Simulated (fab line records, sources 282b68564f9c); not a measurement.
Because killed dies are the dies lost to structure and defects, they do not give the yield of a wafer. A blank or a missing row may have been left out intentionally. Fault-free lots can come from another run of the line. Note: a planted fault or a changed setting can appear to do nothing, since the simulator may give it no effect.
Which tool is to blame? -- flow rit_cmos -- 13 lots with 39 wafers sampled at 2 steps, on a route of 202 steps

## WHAT THE GAUGES READ, wafer by wafer
RIT_ACTIVE_THK_MEAS_04.
lot,measured,on,ACTIVE_NITRIDE_THK (nm)
L924,day 1 13:33,film_metro-02,151.1 149.5 150.0
L925,day 1 18:33,film_metro-01,151.7 152.6 151.0
L926,day 1 23:32,film_metro-01,151.8 151.4 152.6
L928,day 2 09:32,film_metro-04,99.0 98.1 98.3
L931,day 3 01:05,film_metro-02,151.5 151.3 150.9
L935,day 3 20:33,film_metro-04,153.2 152.1 153.6
L940,day 4 22:15,film_metro-01,154.2 153.8 154.3
L942,day 5 08:16,film_metro-01,153.8 152.7 153.0
L943,day 5 12:34,film_metro-01,150.5 151.7 151.0
L944,day 5 17:32,film_metro-02,150.0 150.7 150.2
L945,day 5 22:32,film_metro-02,152.9 152.3 151.5
L946,day 6 03:34,film_metro-02,151.7 151.2 149.8
L947,day 6 08:32,film_metro-02,149.8 149.7 150.7

## TOOL THAT RAN EACH LOT (tool first, then ch and the chambers of the sampled wafers, then the start)
lot,RIT_ACTIVE_CVD_03
L924,"lpcvd-01 ch 0, day 1 12:07"
L925,"lpcvd-02 ch 0, day 1 17:07"
L926,"lpcvd-01 ch 1, day 1 22:07"
L928,"lpcvd-01 ch 0, day 2 08:07"
L931,"lpcvd-02 ch 0, day 2 23:40"
L935,"lpcvd-02 ch 0, day 3 19:07"
L940,"lpcvd-02 ch 1, day 4 20:07"
L942,"lpcvd-02 ch 0, day 5 06:07"
L943,"lpcvd-01 ch 0, day 5 11:07"
L944,"lpcvd-01 ch 0, day 5 16:07"
L945,"lpcvd-01 ch 1, day 5 21:07"
L946,"lpcvd-02 ch 1, day 6 02:07"
L947,"lpcvd-01 ch 0, day 6 07:07"
- RIT_ACTIVE_CVD_03: deposits Si3N4 from SiH2Cl2/NH3, target thk 150 nm, time 1500 s.

## AS READ BY THE TOOLS THEMSELVES (means over the sampled wafers that have a number; for cases with no such wafer, the mark the record gives instead)
The record holds no such reading with a usual standard deviation.

## THE ANSWER, worked out from the rows above alone
Rule: the lots themselves supply what counts as usual. The widest of any qualifying gaps counts: lots, ordered by their means at a reading, are off when they make up no more than a third of the lots, leave a main group of 4 or more, and stand apart from it by 3 or more times the standard deviation of that group's means. If all means in a main group match to the digits the tables above print for the reading, that group is not used. Also off: a lot with no number at a reading for which 4 or more lots have one. Any other lot the step has rows for is counted as sound. The gauges are gone through in route order, then the tools' own readings, and for those a lot's mean is taken as printed above. At the first step where some lot is off, the reading lying furthest off is the one used; lots without a number count as furthest.
Off: L928, seen at RIT_ACTIVE_THK_MEAS_04 (ACTIVE_NITRIDE_THK). Main group: mean 151.7 nm, sd 1.2.
If a tool, at a process step before that reading, ran all the lots that are off and no sound lot after the first of them, it fits. Those tools and the gauges at RIT_ACTIVE_THK_MEAS_04 are tried in the same way. No candidate that was tried fits.

## WHAT THE SIMULATOR PUT IN
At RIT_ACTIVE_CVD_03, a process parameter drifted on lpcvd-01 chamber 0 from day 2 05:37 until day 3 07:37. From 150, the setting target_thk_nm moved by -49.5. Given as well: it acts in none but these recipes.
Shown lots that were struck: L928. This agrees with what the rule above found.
